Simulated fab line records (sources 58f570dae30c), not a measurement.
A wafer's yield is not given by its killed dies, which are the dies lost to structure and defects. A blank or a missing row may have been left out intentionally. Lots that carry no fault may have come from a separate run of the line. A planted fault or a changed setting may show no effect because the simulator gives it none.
Problem report in the 8D (eight disciplines) form, filled by code || flow berkeleyCmos170 || the parts of the form that need people (team, actions taken, sign-off) are left out

== 1. WHAT IS WRONG ==
GATE_OXIDE_THK at UCB170_GATE_THK_MEAS_02 reads a mean of 8.63 nm on 6 wafers of 2 lots; wafers without a fault read 6.57 nm with a standard deviation of 0.085. That is +24 standard deviations from the usual mean.
Seen first at day 11 13:22 on filmMetro-02, wafer L361.1. The record has a number at this step for 42 wafers belonging to 14 lots. By rule, "out" or "out of limits" means more than 4 standard deviations away from the usual mean. The other wafers with a number count as sound.

== 2. WHAT IT IS AND WHAT IT IS NOT ==
{"question": "which readings at this step", "is": "GATE_OXIDE_THK", "is not": "-"}
{"question": "which lots", "is": "L360, L361", "is not": "L338, L339, L341, L344, L345, L347, L349, L350, L351, L352, L353, L357"}
{"question": "which wafers of those lots", "is": "all that have a number", "is not": "-"}
{"question": "read on which gauges", "is": "filmMetro-02, filmMetro-03", "is not": "filmMetro-04"}
{"question": "when", "is": "from day 11 13:22", "is not": "up to then (36 sound wafers)"}

== 3. WHAT RULES OUT EACH SUSPECT ==
Counting: a tool stays on the suspect list if, at a process step up to the reading, it processed all lots that are out and no sound lot following the first of them.
- the gauge at UCB170_GATE_THK_MEAS_02: ruled out. Those wafers that are out were read across 2 gauges (filmMetro-02, filmMetro-03).
- furnace-01 at UCB170_GATE_OXIDATION_01 (target thk 6.6 nm, ox time 1800 s): kept. Every lot that is out went through it, starting with L360 (day 11 11:52), and after that it ran no sound lot; the last sound lot it ran before then is L351 (day 9 16:02).
Left after counting: furnace-01 at UCB170_GATE_OXIDATION_01.

== 4. THE CAUSE (what the simulator had put in) ==
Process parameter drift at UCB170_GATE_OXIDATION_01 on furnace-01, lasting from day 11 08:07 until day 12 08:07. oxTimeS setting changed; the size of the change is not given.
Only this tool survived the counting.

== 5. THE EFFECT CHAIN, in route order ==
Rows list readings where the struck wafers' mean (over those with a number) sits beyond 3 standard deviations from the usual. Only readings whose record carries a usual standard deviation are examined. hours: median over the lots of the time between each lot's start at the first step of this table that gives one and its start at this step. sigmas: the change, counted in usual standard deviations.
{"hours": 0, "step": "UCB170_GATE_THK_MEAS_02", "reading": "GATE_OXIDE_THK", "usual": "6.57 nm", "on struck wafers": 8.63, "change": "+2.06", "sigmas": "+24"}

== 6. WHAT WOULD HAVE CAUGHT IT SOONER ==
In this record the first reading out of limits at a measuring or inspecting step was taken at day 11 13:22, 5 hours after the fault began at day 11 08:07.
Of the tool readings at UCB170_GATE_OXIDATION_01 for which the record gives a usual standard deviation, none was out on any struck wafer, so an alarm limit of 4 standard deviations on them would not have fired.
By day 11 13:22, every lot that is out (2) had started UCB170_GATE_OXIDATION_01 on furnace-01. Holding the tool at that point would not have protected any of them.
